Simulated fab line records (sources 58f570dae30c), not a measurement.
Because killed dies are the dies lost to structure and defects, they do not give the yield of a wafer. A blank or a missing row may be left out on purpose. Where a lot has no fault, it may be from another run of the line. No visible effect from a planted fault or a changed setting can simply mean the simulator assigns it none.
The same fault as seen by 2 desks -- flow berkeleyCmos170 -- each desk has only its own numbers; what lay behind them comes last

## FROM THE METROLOGY DESK
Means of the sampled wafers that have a number, per lot and without regard to the tool the lot ran on: this is what the gauges read. The brackets show how far a lot's mean lies from the usual mean; more than 4 standard deviations puts the lot out of limits, marked OUT.
Columns: A = FIELD_OXIDE_LEFT_2_THK at UCB170_FIELD_THK_MEAS_91, usual 346 nm; B = GATE_POLY_THK at UCB170_GATE_THK_MEAS_05, usual 214.8 nm; C = PLDD_OVL at UCB170_PLDD_OVL_MEAS_07, usual 1 nm
lot,first seen here,A,B,C
L329,day 6 22:22,341,212.7,5
L330,day 7 12:39,349,173.8 (-20) OUT,-4
L332,day 7 13:29,361,173.7 (-20) OUT,2
L333,day 7 14:17,346,173.3 (-20) OUT,3
L331,day 7 14:33,326,171.7 (-21) OUT,3
L335,day 8 02:52,339,217.5,-9
L336,day 8 03:09,351,213.9,-3
L339,day 8 12:44,359,214.5,0
L343,day 9 19:58,359,216.3,7
L342,day 9 20:00,353,212.7,3
L346,day 9 21:16,352,215.5,-3
L345,day 9 21:20,344,216.7,6
L347,day 10 17:31,375,217.0,2
L348,day 10 17:48,356,212.7,5
L350,day 11 02:11,336,213.7,-2
L351,day 11 03:08,339,217.5,-1
Per this desk, out of limits: L330, L331, L332, L333; the first was L330, day 8 00:20 (GATE_POLY_THK at UCB170_GATE_THK_MEAS_05). Within limits: L329, L335, L336, L339, L343, L342, L346, L345, L347, L348, L350, L351.

## THE TOOL OWNER'S DESK: lpcvd-01
The tool's own readings at UCB170_GATE_CVD_04 (deposits poly-Si from SiH4, time 1440 s, target thk 214 nm): means of the sampled wafers that have a number, for each lot that ran on this tool. The brackets show how far a lot's mean lies from the usual mean; more than 4 standard deviations puts the lot out of limits, marked OUT.
Columns: A = susceptorTempC at UCB170_GATE_CVD_04, usual 609.92 C; B = zonePowerLoadPct at UCB170_GATE_CVD_04, usual 11.9 %
lot,first seen here,A,B
L329,day 7 07:38,609.67,12.5
L330,day 7 22:56,-,12.7
L331,day 7 22:56,-,10.9
L332,day 7 22:56,-,10.8
L333,day 7 22:56,-,12.7
L350,day 11 15:45,609.99,12.6
L351,day 11 15:45,609.90,12.8
This desk's finding: nothing out of limits on any of the 7 lots.

## TAKEN TOGETHER
On L330, L331, L332, L333, the metrology desk was in a position to raise an alarm at day 8 00:20.
The tool owner's desk saw nothing out of limits.
Tool owner's desk: L330, L331, L332, L333 on record, inside its limits.
All the named lots went through UCB170_GATE_CVD_04 on lpcvd-01.

## WHAT THE SIMULATOR PUT IN
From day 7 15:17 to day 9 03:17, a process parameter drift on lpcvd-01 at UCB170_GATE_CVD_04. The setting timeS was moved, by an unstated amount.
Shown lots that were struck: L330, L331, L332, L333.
Hours from the fault's start to each desk's first reading out of limits: the metrology desk, 9.
